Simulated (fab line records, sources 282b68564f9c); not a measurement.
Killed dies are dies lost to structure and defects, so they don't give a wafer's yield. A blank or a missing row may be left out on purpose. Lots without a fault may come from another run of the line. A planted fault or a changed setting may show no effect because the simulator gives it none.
Which tool did it? | flow rit_cmos | 13 lots, 39 wafers sampled, at 4 steps of a route of 202

WHAT THE GAUGES READ, wafer by wafer
RIT_GATE_OVL_MEAS_17.
lot  | measured    | on         | GATE_OVL (nm)
L615 | day 2 23:11 | overlay-01 | 0.1 -2.8 -1.7
L616 | day 3 06:29 | overlay-02 | -0.3 -2.2 1.8
L617 | day 3 06:46 | overlay-01 | 2.3 2.1 1.8
L618 | day 3 10:46 | overlay-02 | 0.7 1.0 0.2
L620 | day 4 02:36 | overlay-02 | 2.2 3.0 4.2
L622 | day 4 08:08 | overlay-01 | 1.1 1.4 0.3
L623 | day 4 15:16 | overlay-02 | -1.4 -0.4 0.1
L624 | day 4 15:32 | overlay-01 | 2.3 0.5 2.3
L626 | day 5 01:47 | overlay-01 | -2.7 0.0 -1.0
L629 | day 5 15:10 | overlay-02 | -1.8 -1.6 0.9
L635 | day 6 23:07 | overlay-02 | -1.1 0.2 -0.5
L636 | day 7 04:15 | overlay-02 | 1.1 0.6 -0.7
L637 | day 7 07:44 | overlay-01 | 0.8 -0.8 -1.2

RIT_NSD_OVL_MEAS_06.
lot  | measured    | on         | NSD_OVL (nm)
L615 | day 3 10:13 | overlay-01 | 2.1 2.2 3.6
L616 | day 3 19:03 | overlay-02 | 1.2 0.8 1.3
L617 | day 3 18:45 | overlay-02 | 2.7 2.0 0.4
L618 | day 3 20:54 | overlay-02 | 1.7 3.2 -1.2
L620 | day 4 13:32 | overlay-01 | -0.6 -0.3 0.7
L622 | day 4 19:05 | overlay-01 | 1.7 1.3 -1.0
L623 | day 5 01:06 | overlay-02 | 0.8 -1.4 -1.7
L624 | day 5 03:01 | overlay-01 | 1.8 0.4 1.9
L626 | day 5 12:55 | overlay-02 | -1.4 -1.8 0.2
L629 | day 6 02:07 | overlay-02 | 0.8 -0.2 0.6
L635 | day 7 08:59 | overlay-02 | 0.1 0.6 1.3
L636 | day 7 14:25 | overlay-01 | 0.6 0.4 1.6
L637 | day 7 18:08 | overlay-01 | 2.7 -0.8 1.3

WHICH TOOL RAN EACH LOT (tool, then ch and the chambers of the sampled wafers, then the start)
lot  | RIT_PRETRO_STRIP_09                 | RIT_SPACER_ETCHBACK_05
L615 | plasma_asher-01 ch 0,1, day 2 12:54 | rie_diel-01 ch 0,1,2, day 3 09:05
L616 | plasma_asher-01 ch 0,1, day 2 17:58 | rie_diel-02 ch 0,2,3, day 3 17:56
L617 | plasma_asher-01 ch 0,1, day 3 00:41 | rie_diel-03 ch 1,2,3, day 3 17:37
L618 | plasma_asher-03 ch 0, day 3 04:16   | rie_diel-01 ch 1,2, day 3 19:45
L620 | plasma_asher-02 ch 0,1, day 3 21:21 | rie_diel-02 ch 0,2, day 4 12:32
L622 | plasma_asher-03 ch 1, day 4 02:49   | rie_diel-02 ch 0,1,2, day 4 18:05
L623 | plasma_asher-03 ch 0,1, day 4 06:14 | rie_diel-02 ch 0,1,2, day 5 00:05
L624 | plasma_asher-01 ch 0,1, day 4 09:18 | rie_diel-03 ch 0,2,3, day 5 02:00
L626 | plasma_asher-03 ch 0,1, day 4 20:53 | rie_diel-02 ch 1,2, day 5 11:51
L629 | plasma_asher-03 ch 0,1, day 5 10:08 | rie_diel-02 ch 1,2,3, day 6 00:55
L635 | plasma_asher-01 ch 0,1, day 6 16:56 | rie_diel-03 ch 0,1,3, day 7 07:58
L636 | plasma_asher-02 ch 0,1, day 6 23:23 | rie_diel-03 ch 0,1, day 7 13:08
L637 | plasma_asher-02 ch 0,1, day 7 02:59 | rie_diel-03 ch 0,1,2, day 7 17:08
- RIT_PRETRO_STRIP_09: strips in O2, time 180 s.
- RIT_SPACER_ETCHBACK_05: etches Si3N4 in SF6/CHF3, stops on SiO2, target depth 250 nm, time 240 s.

WHAT THE TOOLS THEMSELVES READ (means of the sampled wafers that have a number; where no wafer has one, the mark that the record gives instead)
RIT_PRETRO_STRIP_09.
lot  | tool            | drypump_motor_current_A (A) | rf_refl_power_W (W)
L615 | plasma_asher-01 | 5.7                         | 7.2
L616 | plasma_asher-01 | 5.7                         | 7.2
L617 | plasma_asher-01 | 5.7                         | 7.1
L618 | plasma_asher-03 | 6.1                         | 6.1
L620 | plasma_asher-02 | 5.2                         | 5.7
L622 | plasma_asher-03 | 5.0                         | 6.5
L623 | plasma_asher-03 | 5.4                         | 6.1
L624 | plasma_asher-01 | 5.7                         | 7.6
L626 | plasma_asher-03 | 5.7                         | 6.3
L629 | plasma_asher-03 | 5.8                         | 6.2
L635 | plasma_asher-01 | 5.8                         | 6.9
L636 | plasma_asher-02 | 5.2                         | 5.6
L637 | plasma_asher-02 | 5.6                         | 6.3

RIT_SPACER_ETCHBACK_05.
lot  | tool        | drypump_motor_current_A (A) | oes_product_au (a.u.) | rf_fwd_power_W (W) | throttle_valve_pct (%)
L615 | rie_diel-01 | 5.9                         | 0.836                 | 248.7              | 10.28
L616 | rie_diel-02 | 5.6                         | 0.852                 | 249.1              | 10.38
L617 | rie_diel-03 | 5.7                         | 0.855                 | 248.5              | 10.09
L618 | rie_diel-01 | 6.0                         | 0.841                 | 250.2              | 10.10
L620 | rie_diel-02 | 5.9                         | 0.841                 | 249.7              | 10.34
L622 | rie_diel-02 | 5.7                         | 0.842                 | 249.0              | 10.29
L623 | rie_diel-02 | 5.7                         | 0.829                 | 249.5              | 10.30
L624 | rie_diel-03 | 6.0                         | 0.846                 | 249.2              | 10.12
L626 | rie_diel-02 | 5.5                         | 0.849                 | 249.7              | 10.26
L629 | rie_diel-02 | 5.3                         | 0.854                 | 262.8              | 10.34
L635 | rie_diel-03 | 5.7                         | 0.851                 | 249.9              | 10.15
L636 | rie_diel-03 | 5.5                         | 0.864                 | 248.3              | 10.10
L637 | rie_diel-03 | 5.8                         | 0.859                 | 248.1              | 10.07

THE ANSWER, worked out from the rows above alone
Rule: what is usual is taken from the lots themselves. Put in order of their means at a reading, lots are off if they are a third of the lots or fewer, leave a main group of 4 or more, and stand apart from it by a gap of 3 or more times the standard deviation of the main group's means; of several such gaps the widest counts. A main group whose means are all the same, to the digits that the tables above print for the reading, isn't used. A lot without any number at a reading at which 4 lots or more have one is off too. The other lots that the step has rows for count as sound. The gauges are gone through in route order, then the tools' own readings, and for those a lot's mean is taken as printed above. The first step at which some lot is off is used, and at that step the reading that is off furthest; a lot without a number counts as furthest.
Off: L629, at RIT_SPACER_ETCHBACK_05 (rf_fwd_power_W). The main group: mean 249.2 W, standard deviation 0.64.
A tool fits if, at that step or a process step before it, it ran every lot that is off, and no sound lot after the first of them. Can't be told from this: 2 tools fit, plasma_asher-03 at RIT_PRETRO_STRIP_09, rie_diel-02 at RIT_SPACER_ETCHBACK_05.

WHAT THE SIMULATOR HAD PUT IN
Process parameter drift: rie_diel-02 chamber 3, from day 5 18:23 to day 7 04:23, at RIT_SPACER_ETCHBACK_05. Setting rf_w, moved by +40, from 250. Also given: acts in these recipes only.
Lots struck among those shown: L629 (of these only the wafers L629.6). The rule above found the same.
